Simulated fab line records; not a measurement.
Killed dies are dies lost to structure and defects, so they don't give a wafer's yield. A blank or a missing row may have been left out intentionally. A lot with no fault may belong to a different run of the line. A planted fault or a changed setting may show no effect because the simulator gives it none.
The tool behind it: which one? | flow berkeleyCmos170 | 39 wafers from 13 lots sampled at 6 of the route's 331 steps

## WHAT THE GAUGES READ, wafer by wafer
UCB170_ACTIVE_CD_MEAS_13: target cd 1200 nm. Usual: cdNm reads 1199.9 nm (standard deviation 1.8).
lot  | measured    | on       | cdNm (nm)            | flag
L879 | day 5 01:59 | cdSem-01 | 1200.8 1200.1 1200.7 | 
L880 | day 5 06:21 | cdSem-01 | 1199.0 1199.1 1199.8 | 
L881 | day 5 15:42 | cdSem-01 | 1202.5 1200.1 1201.3 | 
L884 | day 5 19:04 | cdSem-02 | 1203.2 1201.5 1203.1 | 
L893 | day 7 07:04 | cdSem-01 | 1198.4 1198.5 1198.4 | 
L890 | day 7 07:10 | cdSem-02 | 1201.4 1200.6 1200.3 | 
L891 | day 7 13:41 | cdSem-02 | 1199.8 1199.5 1200.9 | 
L894 | day 7 16:58 | cdSem-02 | 1202.8 1202.1 1201.4 | 
L892 | day 7 18:00 | cdSem-02 | 1198.3 1198.0 1198.6 | 
L896 | day 7 23:43 | cdSem-01 | 1194.1 1195.0 1195.6 | 
L897 | day 8 09:09 | cdSem-02 | 1200.7 1201.6 1201.2 | 
L899 | day 9 01:55 | cdSem-01 | 1197.2 1198.3 1196.5 | 
L898 | day 9 06:43 | cdSem-02 | 1200.7 1201.4 1199.9 | 

UCB170_ACTIVE_OVL_MEAS_14. Usual: ACTIVE_OVL gives 3 nm (standard deviation 5.4).
lot  | measured    | on         | ACTIVE_OVL (nm) | flag
L879 | day 5 02:05 | overlay-02 | 5 13 3          | 
L880 | day 5 06:28 | overlay-01 | -4 -4 1         | 
L881 | day 5 15:46 | overlay-02 | 11 5 8          | 
L884 | day 5 19:11 | overlay-01 | 8 2 9           | 
L893 | day 7 07:11 | overlay-02 | 6 9 9           | 
L890 | day 7 07:17 | overlay-01 | 2 11 4          | 
L891 | day 7 13:48 | overlay-02 | 5 3 3           | 
L894 | day 7 17:03 | overlay-01 | 10 8 9          | 
L892 | day 7 18:07 | overlay-01 | 0 -5 10         | 
L896 | day 7 23:50 | overlay-01 | 2 8 9           | 
L897 | day 8 09:16 | overlay-02 | 4 8 1           | 
L899 | day 9 02:01 | overlay-02 | 2 -6 -6         | 
L898 | day 9 06:50 | overlay-02 | 13 5 12         | 

UCB170_PFIELD_OVL_MEAS_06. Usual: PFIELD_OVL gives -1 nm (standard deviation 6).
lot  | measured    | on         | PFIELD_OVL (nm) | flag
L879 | day 5 03:58 | overlay-01 | -1 -6 -11       | 
L880 | day 5 07:50 | overlay-01 | 0 -3 -1         | 
L881 | day 5 21:07 | overlay-01 | - - -           | OFF
L884 | day 5 22:07 | overlay-01 | -4 -2 -14       | 
L893 | day 7 09:22 | overlay-02 | 4 -1 -2         | 
L890 | day 7 09:26 | overlay-01 | -2 -2 -3        | 
L891 | day 7 15:10 | overlay-02 | 16 12 11        | 
L894 | day 7 18:41 | overlay-01 | -8 -7 -5        | 
L892 | day 7 19:47 | overlay-02 | 1 -6 8          | 
L896 | day 8 01:30 | overlay-01 | -9 -6 -11       | 
L897 | day 8 10:46 | overlay-02 | 2 7 4           | 
L899 | day 9 05:02 | overlay-02 | -2 1 -1         | 
L898 | day 9 09:50 | overlay-02 | -11 -4 -16      | 

UCB170_PFIELD_TW_MEAS_09. Usual: PFIELD_TW gives 603 (standard deviation 6.1).
lot  | measured    | on           | PFIELD_TW   | flag
L879 | day 5 04:15 | filmMetro-04 | 608 608 611 | 
L880 | day 5 08:07 | filmMetro-01 | 606 611 608 | 
L881 | day 5 21:25 | filmMetro-03 | 30 30 30    | OFF
L884 | day 5 22:23 | filmMetro-03 | 604 602 597 | 
L893 | day 7 09:38 | filmMetro-03 | 598 597 595 | 
L890 | day 7 09:43 | filmMetro-04 | 610 612 610 | 
L891 | day 7 15:28 | filmMetro-04 | 609 610 610 | 
L894 | day 7 18:59 | filmMetro-04 | 612 610 609 | 
L892 | day 7 20:04 | filmMetro-01 | 600 602 607 | 
L896 | day 8 01:47 | filmMetro-03 | 594 595 597 | 
L897 | day 8 11:03 | filmMetro-04 | 611 609 609 | 
L899 | day 9 05:20 | filmMetro-01 | 597 597 597 | 
L898 | day 9 10:07 | filmMetro-04 | 611 607 615 | 

UCB170_FIELD_THK_MEAS_02. Usual: FIELD_OXIDE_THK gives 565 nm (standard deviation 13).
lot  | measured    | on           | FIELD_OXIDE_THK (nm) | flag
L879 | day 5 10:46 | filmMetro-04 | 561 565 575          | 
L880 | day 5 15:16 | filmMetro-01 | 568 573 573          | 
L881 | day 6 01:27 | filmMetro-04 | 579 579 575          | 
L884 | day 6 03:10 | filmMetro-01 | 550 551 547          | 
L893 | day 7 15:30 | filmMetro-02 | 550 553 559          | 
L890 | day 7 15:31 | filmMetro-04 | 552 568 558          | 
L891 | day 7 20:04 | filmMetro-04 | 573 572 574          | 
L894 | day 7 23:20 | filmMetro-01 | 566 564 560          | 
L892 | day 7 23:19 | filmMetro-02 | 554 556 555          | 
L896 | day 8 07:31 | filmMetro-04 | 574 563 572          | 
L897 | day 8 18:50 | filmMetro-02 | 539 537 544          | 
L899 | day 9 11:12 | filmMetro-01 | 569 561 565          | 
L898 | day 9 15:44 | filmMetro-04 | 565 570 571          | 

## TOOL THAT RAN EACH LOT (tool first, then ch and the chambers of the sampled wafers, then the start)
lot  | UCB170_PFIELD_EXPOSE_03
L879 | krfScanner-01 ch 0, day 5 03:15
L880 | krfScanner-01 ch 0, day 5 07:27
L881 | krfScanner-02 ch 0, day 5 20:34
L884 | krfScanner-02 ch 0, day 5 21:07
L893 | krfScanner-02 ch 0, day 7 08:47
L890 | krfScanner-02 ch 0, day 7 08:55
L891 | krfScanner-02 ch 0, day 7 14:47
L894 | krfScanner-01 ch 0, day 7 18:17
L892 | krfScanner-01 ch 0, day 7 19:14
L896 | krfScanner-01 ch 0, day 8 00:59
L897 | krfScanner-02 ch 0, day 8 10:23
L899 | krfScanner-02 ch 0, day 9 03:56
L898 | krfScanner-01 ch 0, day 9 08:53
- UCB170_PFIELD_EXPOSE_03: exposes mask PFIELD, target cd 1500 nm.

## WHAT THE TOOLS THEMSELVES READ (means of the sampled wafers that have a number; where no wafer has one, the mark that the record gives instead)
UCB170_PFIELD_EXPOSE_03. Usual: reticleTempC reads 23.01 C (standard deviation 0.095).
lot  | tool          | reticleTempC (C) | flag
L879 | krfScanner-01 | 23.10            | 
L880 | krfScanner-01 | 22.92            | 
L881 | krfScanner-02 | 23.01            | 
L884 | krfScanner-02 | 23.03            | 
L893 | krfScanner-02 | 23.03            | 
L890 | krfScanner-02 | 22.95            | 
L891 | krfScanner-02 | 22.95            | 
L894 | krfScanner-01 | 22.93            | 
L892 | krfScanner-01 | 22.96            | 
L896 | krfScanner-01 | 23.00            | 
L897 | krfScanner-02 | 23.11            | 
L899 | krfScanner-02 | 23.07            | 
L898 | krfScanner-01 | 23.10            | 

## THE ANSWER, worked out from the rows above alone
Rule: take the mean of a lot's wafers that have a number; if it is more than 3 standard deviations from the usual mean, the lot is off. A lot without any number at a reading at which 4 lots or more have one is off too. Any other lot the step has rows for is counted as sound. Order of review: gauges by route order, followed by the tools' own readings, for which a lot's mean as printed above is used. At the first step where some lot is off, the reading lying furthest off is the one used; lots without a number count as furthest.
Off: at UCB170_PFIELD_OVL_MEAS_06 (PFIELD_OVL), L881. Without a number there: L881.
If a tool, at a process step before that reading, ran all the lots that are off and no sound lot after the first of them, it fits. The gauges at UCB170_PFIELD_OVL_MEAS_06 aren't tried: what is off there is off at UCB170_PFIELD_TW_MEAS_09 too, on other tools, and a gauge's error can't cause that. None of those tried fits.

## WHAT HAD BEEN PUT IN BY THE SIMULATOR
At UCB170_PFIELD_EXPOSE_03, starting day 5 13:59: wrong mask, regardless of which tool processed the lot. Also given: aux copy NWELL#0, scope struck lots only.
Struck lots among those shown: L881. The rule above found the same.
